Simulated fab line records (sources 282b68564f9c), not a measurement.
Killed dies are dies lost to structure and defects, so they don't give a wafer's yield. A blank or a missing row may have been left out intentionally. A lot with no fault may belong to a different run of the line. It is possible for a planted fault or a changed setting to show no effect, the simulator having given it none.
A lot that was struck, set against a sound lot / flow rit_cmos / 39 out of 202 route steps
Sound: wafers L499.2, L499.3, L499.5. The struck wafers were L509.3, L509.4, L509.5. Last of all comes the cause.
Each step with rows lists, per side, the tool, then ch with its chambers, then its first start. Under that, the readings that differ: sound wafers / struck wafers / difference of the means / sigmas: that difference in standard deviations of wafers without a fault.
alike: readings with means less than 2 such deviations apart, plus words and numbers identical on both sides. not compared: withheld readings, readings lacking a value on some wafer, bounds such as >300 that could conceal the same value, and numbers that have no deviation in the record and whose values overlap.
A row with sigmas, a row that says differs or no value, or rows on one side alone: a step with any of these is where the two part. Non-overlapping numbers with no deviation appear without sigmas and do not part them. A reading that every wafer of one side lacks parts them only if that side has two wafers or more.

first, 3 steps without rows for these wafers: RIT_GATE_EXPOSE_13 (exposes mask M6, target cd 150 nm); RIT_GATE_PEB_14; RIT_GATE_DEVELOP_15 (develop time 50 s).
RIT_GATE_CD_MEAS_16: the cd target is 150 nm.
  struck on cd_sem-02, day 4 17:56; sound on cd_sem-02, day 2 13:56
reading=cd_nm (nm); sound=146.9 150.1 148.3; struck=154.6 153.1 153.5; difference=+5.3; sigmas=+2
RIT_GATE_OVL_MEAS_17:
  struck on overlay-01, day 4 18:01; sound on overlay-02, day 2 14:02
  alike: GATE_OVL
then, 1 step without rows for these wafers: RIT_GATE_HARDBAKE_18 (time 60 s).
RIT_GATE_ETCH_19: etches poly-Si in SF6/CHF3/O2, stops on SiO2, time 165 s, target depth 312.5 nm.
  sound on rie_si-01 ch 1,2, day 2 14:13; struck on rie_si-01 ch 2,3, day 4 18:12
  alike: SF6_flow_sccm, drypump_motor_current_A, oes_product_au, throttle_valve_pct
  not compared: rf_hours_counter_h
RIT_GATE_STRIP_20: strips in O2, time 180 s.
  sound on plasma_asher-02 ch 0,1, day 2 14:20; struck on plasma_asher-02 ch 0,1, day 4 18:22
  alike: drypump_motor_current_A
  not compared: rf_hours_counter_h
RIT_GATE_CD_MEAS_90: the cd target is 150 nm.
  struck on cd_sem-02, day 4 18:31; sound on cd_sem-01, day 2 14:31
reading=cd_nm (nm); sound=147.5 149.8 148.2; struck=155.0 153.0 153.7; difference=+5.4; sigmas=+2
then, 3 steps without rows for these wafers: RIT_REOX_CLEAN_00 (cleans in SC1, time 600 s); RIT_REOX_CLEAN_01 (cleans in dHF, time 30 s); RIT_REOX_CLEAN_02 (cleans in SC2, time 600 s).
RIT_REOX_OXIDATION_03: target thk 25.2 nm, ox time 5580 s.
  sound on furnace-03 ch 0, day 2 15:54; struck on furnace-01 ch 0, day 4 23:53
reading=model.SiO2_of_REOX_OXIDATION_03.thk_nm (nm); sound=26.12 25.6 25.8; struck=22.09 21.85 22.65; difference=-3.64; sigmas=
  alike: ox_temp_c
RIT_REOX_THK_MEAS_04:
  struck on film_metro-02, day 5 02:27; sound on film_metro-04, day 2 18:28
reading=REOX_OXIDE_THK (nm); sound=26.1 25.6 25.8; struck=22.1 21.8 22.6; difference=-3.7; sigmas=-9
then, 6 steps without rows for these wafers: RIT_NLDD_HMDS_00 (prime time 60 s); RIT_NLDD_COAT_01 (resist thk 1000 nm); RIT_NLDD_SOFTBAKE_02 (time 60 s); RIT_NLDD_EXPOSE_03 (exposes mask M7, target cd 40700 nm); RIT_NLDD_PEB_04; RIT_NLDD_DEVELOP_05 (develop time 50 s).
RIT_NLDD_OVL_MEAS_06:
  struck on overlay-02, day 5 03:29; sound on overlay-02, day 2 19:29
  alike: NLDD_OVL
then, 2 steps without rows for these wafers: RIT_NLDD_HARDBAKE_07 (time 60 s); RIT_NLDD_IMPLANT_08.
RIT_NLDD_STRIP_09: strips in O2, time 180 s.
  sound on plasma_asher-01 ch 0,1, day 2 19:49; struck on plasma_asher-02 ch 0,1, day 5 03:52
  alike: drypump_motor_current_A
  not compared: rf_hours_counter_h
RIT_NLDD_TW_MEAS_10:
  struck on film_metro-03, day 5 04:00; sound on film_metro-03, day 2 20:01
  alike: NLDD_TW
then, 6 steps without rows for these wafers: RIT_PLDD_HMDS_00 (prime time 60 s); RIT_PLDD_COAT_01 (resist thk 1000 nm); RIT_PLDD_SOFTBAKE_02 (time 60 s); RIT_PLDD_EXPOSE_03 (exposes mask M8, target cd 40900 nm); RIT_PLDD_PEB_04; RIT_PLDD_DEVELOP_05 (develop time 50 s).
RIT_PLDD_OVL_MEAS_06:
  struck on overlay-01, day 5 05:02; sound on overlay-01, day 2 20:55
  alike: PLDD_OVL
then, 2 steps without rows for these wafers: RIT_PLDD_HARDBAKE_07 (time 60 s); RIT_PLDD_IMPLANT_08.
RIT_PLDD_STRIP_09: strips in O2, time 180 s.
  sound on plasma_asher-04 ch 0,1, day 2 21:16; struck on plasma_asher-02 ch 0,1, day 5 05:25
  alike: drypump_motor_current_A
  not compared: rf_hours_counter_h
RIT_PLDD_TW_MEAS_10:
  struck on film_metro-01, day 5 05:33; sound on film_metro-01, day 2 21:26
  alike: PLDD_TW
RIT_SPACER_CLEAN_00: cleans in SC1, time 600 s.
  sound on wet_bench-03 ch 1, day 2 21:29; struck on wet_bench-01 ch 3, day 5 05:35
reading=model.SiO2_of_REOX_OXIDATION_03.thk_nm (nm); sound=24.09 23.62 23.79; struck=20.38 20.17 20.91; difference=-3.35; sigmas=
then, 1 step without rows for these wafers: RIT_SPACER_CLEAN_01 (cleans in dHF, time 30 s).
RIT_M1_PROBE_99:
  struck on prober-02, day 5 19:05; sound on prober-02, day 3 11:05
reading=model.etest.pmos_turned.r_on_ohm_um; sound=3610 3574 3579; struck=3237 3136 3309; difference=-360; sigmas=
reading=model.etest.pmos_0p3.r_on_ohm_um; sound=6472 6386 6431; struck=6161 6008 6168; difference=-317; sigmas=
reading=model.etest.pmos_0p15.r_on_ohm_um; sound=2839 2838 2834; struck=2725 2634 2730; difference=-141; sigmas=
reading=model.etest.pldd.rs_ohm_sq; sound=566.3 540.7 551.8; struck=416.4 409.2 439.4; difference=-131.3; sigmas=
reading=model.etest.nmos_0p15.r_on_ohm_um; sound=1150 1159 1139; struck=1082 1055 1101; difference=-70; sigmas=
reading=model.etest.nldd.rs_ohm_sq; sound=390.6 384 388.5; struck=316.8 309.7 322.1; difference=-71.5; sigmas=
reading=model.etest.nmos_turned.drive_ua_um; sound=302.8 309 306.9; struck=386.5 397.5 379.9; difference=+81.7; sigmas=
reading=model.etest.pldd.line_ohm_um; sound=179.3 170.1 172.1; struck=130.3 130.2 136.9; difference=-41.4; sigmas=
  alike: killed_at_contacts, killed_at_front_end, killed_dies, killed_open, killed_short

WHERE THEY PART
Earliest at RIT_GATE_CD_MEAS_16; latest, in this record, at RIT_REOX_THK_MEAS_04. Later steps at which nothing parts them and some readings are alike: RIT_NLDD_OVL_MEAS_06, RIT_NLDD_STRIP_09, RIT_NLDD_TW_MEAS_10, RIT_PLDD_OVL_MEAS_06, RIT_PLDD_STRIP_09, RIT_PLDD_TW_MEAS_10, RIT_M1_PROBE_99.

WHY: the cause the simulator had injected
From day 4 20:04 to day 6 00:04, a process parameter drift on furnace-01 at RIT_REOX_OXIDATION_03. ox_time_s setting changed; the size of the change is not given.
